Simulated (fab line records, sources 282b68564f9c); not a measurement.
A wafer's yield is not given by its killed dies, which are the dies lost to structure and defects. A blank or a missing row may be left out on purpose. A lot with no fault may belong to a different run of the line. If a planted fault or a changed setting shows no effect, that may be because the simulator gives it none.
Struck lot and sound lot, side by side | flow rit cmos | 15 out of 202 route steps
Sound: wafers L463.4, L463.5, L463.6. The struck wafers were L475.2, L475.3, L475.5. At the end, the cause is stated.
At each step with rows: each side's tool, then ch and its chambers, then its first start. Under that, the readings that differ: sound wafers | struck wafers | difference of the means | sigmas: that difference in standard deviations of wafers without a fault.
alike: words and numbers the same on both sides, and readings whose means are apart by under 2 such deviations; not compared: readings that were withheld, readings missing a value for some wafer, numbers with overlapping values and no deviation given by the record, and bounds like >300 which may hide the same value.
The two part at a step that has a row with sigmas, a row that says differs or no value, or rows on one side only. Numbers that have no deviation but don't overlap get no sigmas and don't part them. A reading that every wafer of one side lacks parts them only if that side has two wafers or more.

RIT_ACTIVE_THK_MEAS_04:
  sound on film metro-01 at day 2 19:34; struck on film metro-02 at day 5 07:32
  alike: ACTIVE_NITRIDE_THK
then, 6 steps without rows for these wafers: RIT_ACTIVE_HMDS_05 (prime time 60 s); RIT_ACTIVE_COAT_06 (resist thk 1000 nm); RIT_ACTIVE_SOFTBAKE_07 (time 60 s); RIT_ACTIVE_EXPOSE_08 (exposes mask M1, target cd 1400 nm); RIT_ACTIVE_PEB_09; RIT_ACTIVE_DEVELOP_10 (develop time 49.27 s).
RIT_ACTIVE_CD_MEAS_11 targets a cd of 1400 nm.
  sound on cd sem-02 at day 2 20:37; struck on cd sem-02 at day 5 08:28
  alike: cd nm
then, 1 step without rows for these wafers: RIT_ACTIVE_HARDBAKE_12 (time 60 s).
RIT_ACTIVE_ETCH_13: etches Si3N4 in SF6, stops on SiO2, time 210 s, target depth 210 nm.
  sound on rie diel-01 ch 1,2,3, day 2 20:50; struck on rie diel-04 ch 0,2, day 5 08:43
  alike: chamber pressure mTorr, drypump motor current A, oes product au, rf fwd power W, throttle valve pct
  not compared: rf hours counter h
RIT_ACTIVE_STRIP_14: strips in O2, time 180 s.
  sound on plasma asher-01 ch 0,1, day 2 21:02; struck on plasma asher-04 ch 0,1, day 5 08:50
  alike: chamber pressure mTorr, drypump motor current A
  not compared: rf hours counter h
RIT_ACTIVE_CD_MEAS_90 targets a cd of 1400 nm.
  sound on cd sem-02 at day 2 21:13; struck on cd sem-02 at day 5 09:02
  alike: cd nm
RIT_ACTIVE_CLEAN_15: cleans in SC1, time 600 s.
  sound on wet bench-04 ch 0, day 2 21:16; struck on wet bench-04 ch 0, day 5 09:08
  reading          | sound       | struck      | difference | sigmas
  run length s (s) | 627 627 627 | 599 599 599 | -28        | -8
  alike: bath guard temp C
then, 1 step without rows for these wafers: RIT_ACTIVE_CLEAN_16 (cleans in dHF, time 30 s).
-- the record jumps here: 2 days lie between the struck wafers' starts before and after (it left off in module ACTIVE and takes up again in module M1, whose first step shown is number 202 of the route) --
RIT_M1_PROBE_99:
  sound on prober-02 at day 4 15:24; struck on prober-01 at day 7 09:49
  alike: killed_at_M0_to_M3, killed at contacts, killed at front end, killed dies, killed open, killed short

== WHERE THEY PART ==
At RIT_ACTIVE_CLEAN_15 and nowhere else, as far as this record goes. Later steps at which nothing parts them and some readings are alike: RIT_M1_PROBE_99.

WHY: whatever the simulator had introduced
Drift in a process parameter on wet bench-04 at RIT_ACTIVE_CLEAN_15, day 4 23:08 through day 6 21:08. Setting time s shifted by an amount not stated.
